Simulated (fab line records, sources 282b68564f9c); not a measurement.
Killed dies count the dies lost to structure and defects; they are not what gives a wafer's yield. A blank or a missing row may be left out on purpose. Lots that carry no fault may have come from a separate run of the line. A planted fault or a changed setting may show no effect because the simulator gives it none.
Commonality check across tools || flow ritCmos || 14 lots, 42 wafers sampled

## WHY THIS WAS OPENED
On 2 of the 14 lots, a flag is raised at RIT_CONTACT_CD_MEAS_08 on the reading cdNm. No-fault wafers: 1000.5 nm, standard deviation 2.
Rule: a lot gets a flag if all its wafers with a number sit over 4 standard deviations from that mean, or if no wafer of it has a number. All remaining lots are regarded as sound.

{"lot": "L264", "measured": "day 3 17:31", "on": "cdSem-01", "cdNm (nm), wafer by wafer": "997.7 1000.3 998.4", "flag": ""}
{"lot": "L265", "measured": "day 3 21:00", "on": "cdSem-02", "cdNm (nm), wafer by wafer": "1001.4 1003.2 1003.0", "flag": ""}
{"lot": "L266", "measured": "day 4 04:20", "on": "cdSem-01", "cdNm (nm), wafer by wafer": "999.5 998.3 998.6", "flag": ""}
{"lot": "L267", "measured": "day 4 08:14", "on": "cdSem-02", "cdNm (nm), wafer by wafer": "999.3 999.5 1000.2", "flag": ""}
{"lot": "L268", "measured": "day 4 12:17", "on": "cdSem-01", "cdNm (nm), wafer by wafer": "1000.8 998.0 999.5", "flag": ""}
{"lot": "L271", "measured": "day 5 00:55", "on": "cdSem-02", "cdNm (nm), wafer by wafer": "1001.4 1002.9 1005.5", "flag": ""}
{"lot": "L272", "measured": "day 5 14:02", "on": "cdSem-01", "cdNm (nm), wafer by wafer": "999.0 1001.7 1001.2", "flag": ""}
{"lot": "L273", "measured": "day 5 14:08", "on": "cdSem-02", "cdNm (nm), wafer by wafer": "999.6 998.8 1000.1", "flag": ""}
{"lot": "L274", "measured": "day 5 18:03", "on": "cdSem-02", "cdNm (nm), wafer by wafer": "997.8 997.1 996.1", "flag": ""}
{"lot": "L275", "measured": "day 6 01:26", "on": "cdSem-01", "cdNm (nm), wafer by wafer": "997.8 999.4 999.2", "flag": ""}
{"lot": "L279", "measured": "day 6 14:08", "on": "cdSem-01", "cdNm (nm), wafer by wafer": "957.8 959.3 958.8", "flag": "FLAGGED"}
{"lot": "L280", "measured": "day 7 00:26", "on": "cdSem-01", "cdNm (nm), wafer by wafer": "968.6 964.9 968.3", "flag": "FLAGGED"}
{"lot": "L285", "measured": "day 7 23:07", "on": "cdSem-01", "cdNm (nm), wafer by wafer": "999.7 1000.8 998.3", "flag": ""}
{"lot": "L286", "measured": "day 8 04:58", "on": "cdSem-02", "cdNm (nm), wafer by wafer": "998.9 1001.0 1000.3", "flag": ""}
Average over the flagged lots: 962.9 nm; offset from the usual -37.6 nm, equal to -19 standard deviations.

## LOT BY LOT: THE TOOL USED
The record holds 3 process steps before the reading, out of a route of 202 steps. Read each cell as the tool, then ch plus the chambers that the sampled wafers visited, then the start.
{"lot": "L264", "flag": "", "RIT_ACTIVE_STRIP_14": "plasmaAsher-03 ch 0,1, day 1 19:50", "RIT_SILICIDE_RTA_06": "rtpAnneal-02 ch 0, day 3 16:13", "RIT_CONTACT_DEVELOP_07": "lithoTrack-02 ch 0, day 3 17:00"}
{"lot": "L265", "flag": "", "RIT_ACTIVE_STRIP_14": "plasmaAsher-03 ch 0,1, day 2 05:15", "RIT_SILICIDE_RTA_06": "rtpAnneal-02 ch 0, day 3 19:51", "RIT_CONTACT_DEVELOP_07": "lithoTrack-02 ch 0, day 3 20:00"}
{"lot": "L266", "flag": "", "RIT_ACTIVE_STRIP_14": "plasmaAsher-04 ch 0,1, day 2 07:25", "RIT_SILICIDE_RTA_06": "rtpAnneal-02 ch 0, day 4 02:58", "RIT_CONTACT_DEVELOP_07": "lithoTrack-01 ch 0, day 4 04:00"}
{"lot": "L267", "flag": "", "RIT_ACTIVE_STRIP_14": "plasmaAsher-03 ch 0,1, day 2 11:32", "RIT_SILICIDE_RTA_06": "rtpAnneal-01 ch 0, day 4 07:04", "RIT_CONTACT_DEVELOP_07": "lithoTrack-03 ch 0, day 4 07:00"}
{"lot": "L268", "flag": "", "RIT_ACTIVE_STRIP_14": "plasmaAsher-01 ch 0,1, day 2 17:02", "RIT_SILICIDE_RTA_06": "rtpAnneal-02 ch 0, day 4 11:00", "RIT_CONTACT_DEVELOP_07": "lithoTrack-03 ch 0, day 4 12:00"}
{"lot": "L271", "flag": "", "RIT_ACTIVE_STRIP_14": "plasmaAsher-04 ch 0,1, day 3 07:08", "RIT_SILICIDE_RTA_06": "rtpAnneal-01 ch 0, day 4 23:46", "RIT_CONTACT_DEVELOP_07": "lithoTrack-02 ch 0, day 5 00:00"}
{"lot": "L272", "flag": "", "RIT_ACTIVE_STRIP_14": "plasmaAsher-01 ch 0,1, day 3 14:22", "RIT_SILICIDE_RTA_06": "rtpAnneal-01 ch 0, day 5 12:34", "RIT_CONTACT_DEVELOP_07": "lithoTrack-03 ch 0, day 5 13:00"}
{"lot": "L273", "flag": "", "RIT_ACTIVE_STRIP_14": "plasmaAsher-01 ch 0,1, day 3 16:54", "RIT_SILICIDE_RTA_06": "rtpAnneal-01 ch 0, day 5 12:50", "RIT_CONTACT_DEVELOP_07": "lithoTrack-02 ch 0, day 5 13:00"}
{"lot": "L274", "flag": "", "RIT_ACTIVE_STRIP_14": "plasmaAsher-01 ch 0,1, day 4 01:08", "RIT_SILICIDE_RTA_06": "rtpAnneal-02 ch 0, day 5 16:33", "RIT_CONTACT_DEVELOP_07": "lithoTrack-03 ch 0, day 5 17:00"}
{"lot": "L275", "flag": "", "RIT_ACTIVE_STRIP_14": "plasmaAsher-03 ch 0,1, day 4 05:43", "RIT_SILICIDE_RTA_06": "rtpAnneal-02 ch 0, day 6 00:10", "RIT_CONTACT_DEVELOP_07": "lithoTrack-02 ch 0, day 6 01:00"}
{"lot": "L279", "flag": "FLAGGED", "RIT_ACTIVE_STRIP_14": "plasmaAsher-04 ch 0,1, day 4 23:03", "RIT_SILICIDE_RTA_06": "rtpAnneal-01 ch 0, day 6 12:52", "RIT_CONTACT_DEVELOP_07": "lithoTrack-02 ch 0, day 6 13:00"}
{"lot": "L280", "flag": "FLAGGED", "RIT_ACTIVE_STRIP_14": "plasmaAsher-03 ch 0,1, day 5 06:33", "RIT_SILICIDE_RTA_06": "rtpAnneal-02 ch 0, day 6 23:16", "RIT_CONTACT_DEVELOP_07": "lithoTrack-02 ch 0, day 7 00:00"}
{"lot": "L285", "flag": "", "RIT_ACTIVE_STRIP_14": "plasmaAsher-03 ch 0,1, day 6 07:03", "RIT_SILICIDE_RTA_06": "rtpAnneal-01 ch 0, day 7 21:55", "RIT_CONTACT_DEVELOP_07": "lithoTrack-01 ch 0, day 7 22:00"}
{"lot": "L286", "flag": "", "RIT_ACTIVE_STRIP_14": "plasmaAsher-01 ch 0,1, day 6 10:08", "RIT_SILICIDE_RTA_06": "rtpAnneal-02 ch 0, day 8 03:49", "RIT_CONTACT_DEVELOP_07": "lithoTrack-03 ch 0, day 8 04:00"}
What these steps do:
- RIT_ACTIVE_STRIP_14: strips in O2, time 180 s.
- RIT_SILICIDE_RTA_06: time 10.37 s, ramp up 5 s, ramp down 10 s.
- RIT_CONTACT_DEVELOP_07: develop time 120 s.
- RIT_CONTACT_CD_MEAS_08: target cd 1000 nm.

## FLAGGED OVER TOTAL, TOOL BY TOOL (the gauges that took the reading come last)
{"step": "RIT_ACTIVE_STRIP_14", "tool": "plasmaAsher-01", "lots run": 5, "flagged": 0, "share of the flagged lots": "none", "sound lots run after its first flagged lot": "-"}
{"step": "RIT_ACTIVE_STRIP_14", "tool": "plasmaAsher-03", "lots run": 6, "flagged": 1, "share of the flagged lots": "some", "sound lots run after its first flagged lot": "1 (L285)"}
{"step": "RIT_ACTIVE_STRIP_14", "tool": "plasmaAsher-04", "lots run": 3, "flagged": 1, "share of the flagged lots": "some", "sound lots run after its first flagged lot": 0}
{"step": "RIT_SILICIDE_RTA_06", "tool": "rtpAnneal-01", "lots run": 6, "flagged": 1, "share of the flagged lots": "some", "sound lots run after its first flagged lot": "1 (L285)"}
{"step": "RIT_SILICIDE_RTA_06", "tool": "rtpAnneal-02", "lots run": 8, "flagged": 1, "share of the flagged lots": "some", "sound lots run after its first flagged lot": "1 (L286)"}
{"step": "RIT_CONTACT_DEVELOP_07", "tool": "lithoTrack-01", "lots run": 2, "flagged": 0, "share of the flagged lots": "none", "sound lots run after its first flagged lot": "-"}
{"step": "RIT_CONTACT_DEVELOP_07", "tool": "lithoTrack-02", "lots run": 7, "flagged": 2, "share of the flagged lots": "all", "sound lots run after its first flagged lot": 0}
{"step": "RIT_CONTACT_DEVELOP_07", "tool": "lithoTrack-03", "lots run": 5, "flagged": 0, "share of the flagged lots": "none", "sound lots run after its first flagged lot": "-"}
{"step": "RIT_CONTACT_CD_MEAS_08", "tool": "cdSem-01", "lots run": 8, "flagged": 2, "share of the flagged lots": "all", "sound lots run after its first flagged lot": "1 (L285)"}
{"step": "RIT_CONTACT_CD_MEAS_08", "tool": "cdSem-02", "lots run": 6, "flagged": 0, "share of the flagged lots": "none", "sound lots run after its first flagged lot": "-"}

## WHAT THE TABLE PERMITS
lithoTrack-02 at RIT_CONTACT_DEVELOP_07 and cdSem-01 at RIT_CONTACT_CD_MEAS_08 are the 2 rows of the table that ran each flagged lot.
- lithoTrack-02 at RIT_CONTACT_DEVELOP_07 ran 7 lots, 2 of them flagged. It ran its last sound lot, L275, at day 6 01:00 and its first flagged lot, L279, at day 6 13:00: a fault with its onset between the two fits.
- cdSem-01 at RIT_CONTACT_CD_MEAS_08 ran 8 lots, 2 of them flagged. Sound lots ran on it after the first flagged one (L285), which a lasting fault on the whole tool wouldn't allow.
lithoTrack-02 at RIT_CONTACT_DEVELOP_07 is the single tool remaining.

## WHAT THE SIMULATOR HAD INSERTED
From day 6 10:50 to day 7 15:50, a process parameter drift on lithoTrack-02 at RIT_CONTACT_DEVELOP_07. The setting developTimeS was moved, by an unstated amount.
Shown lots that were struck: L279, L280. The same result came from the rule above.
